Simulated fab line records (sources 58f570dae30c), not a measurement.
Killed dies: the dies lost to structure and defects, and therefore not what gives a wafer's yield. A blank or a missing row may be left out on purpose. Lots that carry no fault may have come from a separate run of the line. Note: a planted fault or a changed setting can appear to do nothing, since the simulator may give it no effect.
Chamber matching :: flow berkeley cmos170 :: UCB170_V2_ETCH_14 on rie diel-04 has 4 sister chambers
The step etches SiO2 in CHF3/CF4/Ar, stops on Al, target depth 1250 nm, time 291 s. 4 wafers are shown with their chamber, then 7 later ones without.

== WAFERS WITH THEIR CHAMBER ==
wafer: L929.4
chamber: 3
drypump motor current A (A): 5.44

wafer: L934.6
chamber: 0
drypump motor current A (A): 5.34

wafer: L940.1
chamber: 1
drypump motor current A (A): 5.93

wafer: L940.3
chamber: 2
drypump motor current A (A): 5.90

== WAFERS WITHOUT THEIR CHAMBER ==
wafer: L940.6
drypump motor current A (A): 5.94

wafer: L943.1
drypump motor current A (A): 5.34

wafer: L943.2
drypump motor current A (A): 5.47

wafer: L943.6
drypump motor current A (A): 5.94

wafer: L949.3
drypump motor current A (A): 5.45

wafer: L949.5
drypump motor current A (A): 5.90

wafer: L949.6
drypump motor current A (A): 5.94

== THE CHAMBER EACH PASSED THROUGH ==
wafer: L940.6
from the rows above: 1
in truth: 1

wafer: L943.1
from the rows above: 0
in truth: 0

wafer: L943.2
from the rows above: 3
in truth: 3

wafer: L943.6
from the rows above: 1
in truth: 1

wafer: L949.3
from the rows above: 3
in truth: 3

wafer: L949.5
from the rows above: 2
in truth: 2

wafer: L949.6
from the rows above: 1
in truth: 1
Placed correctly: 7 of 7. Not placeable from these rows: 0. 0 placed wrongly.
How it was worked out, from the rows above alone: a wafer's distance from a chamber is the root of the sum, over the readings, of the square of ((its reading less the chamber's mean) divided by the reading's scatter). If the next closest chamber is less than 2 further off than the closest, the wafer can't be placed; otherwise it belongs to the closest. The mean given for a chamber averages the wafers shown for that chamber. The scatter: with one shown wafer a chamber, the root of the mean of the squares of how far each hidden wafer lies from its nearest shown one.
